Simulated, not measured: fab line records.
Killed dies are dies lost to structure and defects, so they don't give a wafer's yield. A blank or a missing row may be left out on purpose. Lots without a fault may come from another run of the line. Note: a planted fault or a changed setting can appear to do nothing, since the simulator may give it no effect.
8D (eight disciplines) problem report, filled in by code | flow berkeley cmos170 | the parts of the form that need people (team, actions taken, sign-off) are left out

## 1. THE PROBLEM
Across 3 wafers from 2 lots, M1_AL_RS at UCB170_M1_RS_MEAS_01 averages 0.0379 ohm/sq, while fault-free wafers read 0.0486 ohm/sq with a standard deviation of 0.00043. That puts it -25 standard deviations away from the usual mean.
The step: measures by four-point-probe.
First seen on wafer L526.1, day 8 16:52, on film metro-04. At this step, 42 wafers from 14 lots have a number in the record. The rule behind "out" and "out of limits": a value lying over 4 standard deviations away from the usual mean. The other wafers with a number count as sound.

## 2. WHAT IT IS, WHAT IT ISN'T
question                    | is                           | is not
which readings at this step | M1_AL_RS                     | -
which lots                  | L526, L529                   | L518, L519, L520, L521, L522, L525, L531, L533, L534, L539, L540, L541
which wafers of those lots  | L526.1, L529.3, L529.6       | L526.3, L526.5, L529.5
read on which gauges        | film metro-01, film metro-04 | film metro-03
when                        | from day 8 16:52             | up to then (17 sound wafers); but 22 sound wafers of L525, L529, L531, L533, L534, L539, L540, L541 came after

## 3. THE SUSPECTS, EACH WITH WHAT RULES IT OUT
Counting: any tool at a process step up to the reading remains a suspect provided it ran every lot that is out. Sound lots after the first of them don't rule it out here, since some wafers of a struck lot are sound.
- the gauge at UCB170_M1_RS_MEAS_01: ruled out. The wafers that are out were read on 2 gauges (film metro-01, film metro-04).
- pvd sputter-01 at UCB170_M1_SPUTTER_00 (material Al, target thk 600 nm, time 80 s): kept. It processed each lot that is out (first: L526, day 8 16:48); up to then, its last sound lot is L520 (day 7 15:56).
Left after counting: pvd sputter-01 at UCB170_M1_SPUTTER_00.

## 4. THE CAUSE (what the simulator had put in)
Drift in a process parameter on pvd sputter-01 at UCB170_M1_SPUTTER_00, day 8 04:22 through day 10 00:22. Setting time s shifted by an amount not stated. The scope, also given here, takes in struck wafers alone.
This tool alone remained once counting was done.

## 5. THE CHAIN OF EFFECTS, in route order
One row per reading whose mean, taken over the struck wafers that have a number, lies over 3 standard deviations from the usual. Scope: only readings with a usual standard deviation given in the record; hours: median across lots of the time from each lot's start at the first step in this table that gives one to its start at this step; sigmas: change in usual standard deviations.
hours | step                    | reading        | usual         | on struck wafers | change  | sigmas
0     | UCB170_M1_RS_MEAS_01    | M1_AL_RS       | 0.0486 ohm/sq | 0.0379           | -0.0107 | -25
0     | UCB170_M1_THK_MEAS_02   | M1_AL_THK      | 606 nm        | 772              | +166    | +31
1     | UCB170_M1_METAL_ETCH_12 | oes product au | 0.855 a.u.    | 0.976            | +0.121  | +9.3
It contains these process steps:
- UCB170_M1_METAL_ETCH_12: etches Al in Cl2/BCl3, stops on PSG, target depth 780 nm, time 130 s.
Later steps that measure or inspect, where all struck wafers having a row at the step show a number for every such reading and not one has moved that far: UCB170_V2_OVL_MEAS_13.

## 6. WHAT WOULD HAVE CAUGHT IT SOONER
12 hours passed between the start of the fault at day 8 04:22 and the first reading out of limits at a measuring or inspecting step in this record, taken at day 8 16:52.
An alarm limit of 4 standard deviations would not have fired on the tool readings at UCB170_M1_SPUTTER_00 for which the record gives a usual standard deviation, since none of them was out on any struck wafer.
Of the lots that are out (2), L529 began UCB170_M1_SPUTTER_00 on pvd sputter-01 after day 8 16:52. Holding the tool at that time would have saved it.
